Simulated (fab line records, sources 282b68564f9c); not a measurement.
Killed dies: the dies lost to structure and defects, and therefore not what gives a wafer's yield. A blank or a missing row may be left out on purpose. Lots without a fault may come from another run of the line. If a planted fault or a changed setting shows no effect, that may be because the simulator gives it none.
A lot that was struck, set against a sound lot	flow rit_cmos	34 steps out of a route of 202
Sound: these wafers, L403.1, L403.4, L403.6. Wafers struck: L407.1, L407.3, L407.4. The cause is given at the end.
Order at every step that has rows: each side's tool, ch and its chambers, its first start. Under that, the readings that differ: sound wafers	struck wafers	difference of the means	sigmas: that difference in standard deviations of wafers without a fault.
alike: readings whose means differ by less than 2 such deviations, and words and numbers that are the same on both sides. not compared: withheld readings, readings that some wafer has no value for, bounds like >300 that may hide the same value, and numbers for which the record gives no deviation and whose values overlap.
Wherever a step has rows on one side only, a row that says differs or no value, or a row with sigmas, the two part there. Numbers that have no deviation but don't overlap get no sigmas and don't part them. Lack of a reading on every wafer of one side parts them only where that side has two or more wafers.

first, 2 steps without rows for these wafers: RIT_SPACER_CLEAN_02 (cleans in SC2, time 600 s); RIT_SPACER_CVD_03 (deposits Si3N4 from SiH2Cl2/NH3, target thk 250 nm, time 3300 s).
RIT_SPACER_THK_MEAS_04:
  sound on film_metro-02, day 3 17:34; struck on film_metro-03, day 4 16:00
  alike: SPACER_NITRIDE_THK
RIT_SPACER_ETCHBACK_05: etches Si3N4 in SF6/CHF3, stops on SiO2, target depth 250 nm, time 240 s.
  sound on rie_diel-03 ch 0,1, day 3 17:37; struck on rie_diel-01 ch 0,1,2, day 4 16:04
  alike: drypump_motor_current_A, oes_product_au, throttle_valve_pct
  not compared: rf_hours_counter_h
then, 6 steps without rows for these wafers: RIT_NSD_HMDS_00 (prime time 60 s); RIT_NSD_COAT_01 (resist thk 1000 nm); RIT_NSD_SOFTBAKE_02 (time 60 s); RIT_NSD_EXPOSE_03 (exposes mask M9, target cd 40700 nm); RIT_NSD_PEB_04; RIT_NSD_DEVELOP_05 (develop time 50 s).
RIT_NSD_OVL_MEAS_06:
  sound on overlay-02, day 3 18:45; struck on overlay-02, day 4 17:11
  alike: NSD_OVL
then, 1 step without rows for these wafers: RIT_NSD_HARDBAKE_07 (time 60 s).
RIT_NSD_IMPLANT_08:
  sound on implanter-03 ch 0, day 3 19:10; struck on implanter-03 ch 0, day 4 17:22
reading	sound	struck	difference	sigmas
dose_ions_cm2	9.991e+14 1.0014e+15 9.986e+14	1.5757e+15 1.5774e+15 1.5758e+15	+5.7660e+14	+99 or more
end_station_pressure_torr (Torr)	8e-06 8.2e-06 8e-06	9e-06 8.8e-06 9e-06	+9e-07	+2
faraday_current_uA	3267 3098 3120	4928 4943 5071	+1819	+28
RIT_NSD_STRIP_09: strips in O2, time 180 s.
  sound on plasma_asher-02 ch 1, day 3 19:19; struck on plasma_asher-02 ch 0,1, day 4 17:31
  alike: drypump_motor_current_A
  not compared: rf_hours_counter_h
RIT_NSD_TW_MEAS_10:
  sound on film_metro-03, day 3 19:30; struck on film_metro-02, day 4 17:42
reading	sound	struck	difference	sigmas
NSD_TW	3121 3113 3117	3347 3336 3339	+224	+8
then, 6 steps without rows for these wafers: RIT_PSD_HMDS_00 (prime time 60 s); RIT_PSD_COAT_01 (resist thk 1000 nm); RIT_PSD_SOFTBAKE_02 (time 60 s); RIT_PSD_EXPOSE_03 (exposes mask M10, target cd 40900 nm); RIT_PSD_PEB_04; RIT_PSD_DEVELOP_05 (develop time 50 s).
RIT_PSD_OVL_MEAS_06:
  sound on overlay-02, day 3 20:43; struck on overlay-01, day 4 18:38
  alike: PSD_OVL
then, 2 steps without rows for these wafers: RIT_PSD_HARDBAKE_07 (time 60 s); RIT_PSD_IMPLANT_08.
RIT_PSD_STRIP_09: strips in O2, time 180 s.
  sound on plasma_asher-04 ch 0,1, day 3 21:04; struck on plasma_asher-02 ch 0,1, day 4 18:58
  alike: drypump_motor_current_A
  not compared: rf_hours_counter_h
RIT_PSD_TW_MEAS_10:
  sound on film_metro-04, day 3 21:15; struck on film_metro-03, day 4 19:09
  alike: PSD_TW
then, 3 steps without rows for these wafers: RIT_SDANNEAL_CLEAN_00 (cleans in SC1, time 600 s); RIT_SDANNEAL_CLEAN_01 (cleans in dHF, time 30 s); RIT_SDANNEAL_CLEAN_02 (cleans in SC2, time 600 s).
RIT_SDANNEAL_RTA_03: time 5 s.
  sound on rtp_anneal-02 ch 0, day 3 21:40; struck on rtp_anneal-02 ch 0, day 4 19:35
  alike: chamber_o2_ppm, wafer_temp_C_max
RIT_SDANNEAL_RS_MEAS_04: the measuring method here is four-point-probe.
  sound on film_metro-03, day 3 21:44; struck on film_metro-02, day 4 19:39
  alike: PSD_RS
RIT_SDANNEAL_RS_MEAS_05: the measuring method here is four-point-probe.
  sound on film_metro-03, day 3 21:51; struck on film_metro-02, day 4 19:46
reading	sound	struck	difference	sigmas
NSD_RS (ohm/sq)	84.1 84.5 84.2	60.2 60.2 60.1	-24.1	-75
RIT_SDANNEAL_RS_MEAS_06: the measuring method here is four-point-probe.
  sound on film_metro-03, day 3 21:58; struck on film_metro-02, day 4 19:53
  alike: PLDD_RS
RIT_M1_PROBE_99:
  sound on prober-01, day 4 05:21; struck on prober-01, day 5 04:03
reading	sound	struck	difference	sigmas
model.etest.nmos_0p3.r_on_ohm_um	2136 2135 2156	2033 2061 2028	-102	
model.etest.nmos_0p15.r_on_ohm_um	1122 1137 1134	1038 1027 1035	-98	
model.etest.nmos_0p15.drive_ua_um	467.1 463.6 463.9	501 485.5 500.4	+31	
model.etest.contact_nplus.end_ohm_um	42.4 41.63 42.22	22.76 22.28 23.21	-19.33	
model.etest.npoly_line.rs_ohm_sq	16.82 16.82 16.73	16.25 16.36 16.37	-0.46	
model.etest.nmos_0p15.tox_inv_nm (nm)	4.516 4.454 4.497	4.224 4.326 4.202	-0.238	
  alike: killed_at_contacts, killed_at_front_end, killed_dies, killed_open, killed_short
  not compared: model.etest.nmos_narrow.drive_ua_um, model.etest.nmos_0p3.drive_ua_um

WHERE THEY PART
Last at RIT_SDANNEAL_RS_MEAS_05 as far as this record goes, first at RIT_NSD_IMPLANT_08. Later steps at which nothing parts them and some readings are alike: RIT_SDANNEAL_RS_MEAS_06, RIT_M1_PROBE_99.

WHY: whatever the simulator had introduced
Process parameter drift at RIT_NSD_IMPLANT_08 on implanter-03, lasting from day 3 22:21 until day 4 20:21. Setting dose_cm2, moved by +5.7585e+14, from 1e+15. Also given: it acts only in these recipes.
